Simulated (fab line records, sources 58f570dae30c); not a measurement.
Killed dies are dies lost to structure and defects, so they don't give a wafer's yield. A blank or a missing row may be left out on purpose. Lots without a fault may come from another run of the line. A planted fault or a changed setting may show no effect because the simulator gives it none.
Problem report in the 8D (eight disciplines) form, filled by code | flow berkeley_cmos170 | the parts of the form that need people (team, actions taken, sign-off) are left out

1. THE PROBLEM
PWELL_TW at UCB170_PWELL_TW_MEAS_17 reads a mean of 298.0 on 9 wafers of 3 lots; wafers without a fault read 378.5 with a standard deviation of 2.4. That is -34 standard deviations from the usual mean.
First seen on wafer L436.1, day 5 11:06, on film_metro-04. The record holds 42 wafers of 14 lots with a number at this step. Rule for "out", or "out of limits": more than 4 standard deviations from the usual mean. The other wafers with a number count as sound.

2. WHAT IT IS AND WHAT IT IS NOT
question                    | is                                          | is not
which readings at this step | PWELL_TW                                    | -
which lots                  | L436, L437, L440                            | L426, L427, L428, L429, L430, L431, L432, L433, L444, L445, L447
which wafers of those lots  | all that have a number                      | -
read on which gauges        | film_metro-01, film_metro-03, film_metro-04 | -
when                        | from day 5 11:06                            | up to then (24 sound wafers); but 9 sound wafers of L444, L445, L447 came after

3. SUSPECTS, AND WHAT RULES EACH OUT
Counting: a tool at a process step up to the reading stays a suspect if it ran every lot that is out and no sound lot after the first of them.
- the gauge at UCB170_PWELL_TW_MEAS_17: ruled out. The wafers that are out were read on 3 gauges (film_metro-01, film_metro-03, film_metro-04).
- implanter-02 at UCB170_PWELL_IMPLANT_15: kept. It ran every lot that is out, first L436 (day 5 10:51), and no sound lot after that; its last sound lot up to then is L433 (day 5 01:44). Its own readings are out on those wafers: dose_ions_cm2, faraday_current_uA.
Left after counting: implanter-02 at UCB170_PWELL_IMPLANT_15.

4. THE CAUSE (what the simulator had put in)
Process parameter drift: implanter-02, from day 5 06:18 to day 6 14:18, at UCB170_PWELL_IMPLANT_15. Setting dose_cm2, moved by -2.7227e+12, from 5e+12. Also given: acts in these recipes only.
Counting left only this tool.

5. THE CHAIN OF EFFECTS, in route order
Each row: a reading whose mean over the struck wafers that have a number lies more than 3 standard deviations from the usual. Only readings for which the record gives a usual standard deviation are gone through. hours: the time from each lot's start at the first step in this table that gives one to its start at this step, as a median over the lots. sigmas: the change in usual standard deviations.
hours | step                    | reading            | usual     | on struck wafers | change     | sigmas
0     | UCB170_PWELL_IMPLANT_15 | dose_ions_cm2      | 4.999e+12 | 2.273e+12        | -2.726e+12 | -99 or more
0     | UCB170_PWELL_IMPLANT_15 | faraday_current_uA | 15.9      | 7.2              | -8.7       | -28
0     | UCB170_PWELL_TW_MEAS_17 | PWELL_TW           | 378.5     | 298.0            | -80.5      | -34
The process steps in it:
- UCB170_PWELL_IMPLANT_15
Later measuring or inspecting steps at which every struck wafer that the step has a row for has a number for every such reading, and none has moved that far: UCB170_ACTIVE_THK_MEAS_03, UCB170_PLDD_TW_MEAS_11.

6. WHAT WOULD HAVE CAUGHT IT SOONER
In this record the first reading out of limits at a measuring or inspecting step was taken at day 5 11:06, 5 hours after the fault began at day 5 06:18.
The tool's own readings at UCB170_PWELL_IMPLANT_15 were out on every struck wafer that the step has a row for (dose_ions_cm2, faraday_current_uA): an alarm limit on them would have fired on the first of those.
Of the lots that are out (3), L437, L440 began UCB170_PWELL_IMPLANT_15 on implanter-02 after day 5 11:06. A hold on the tool at that time would have spared those 2.
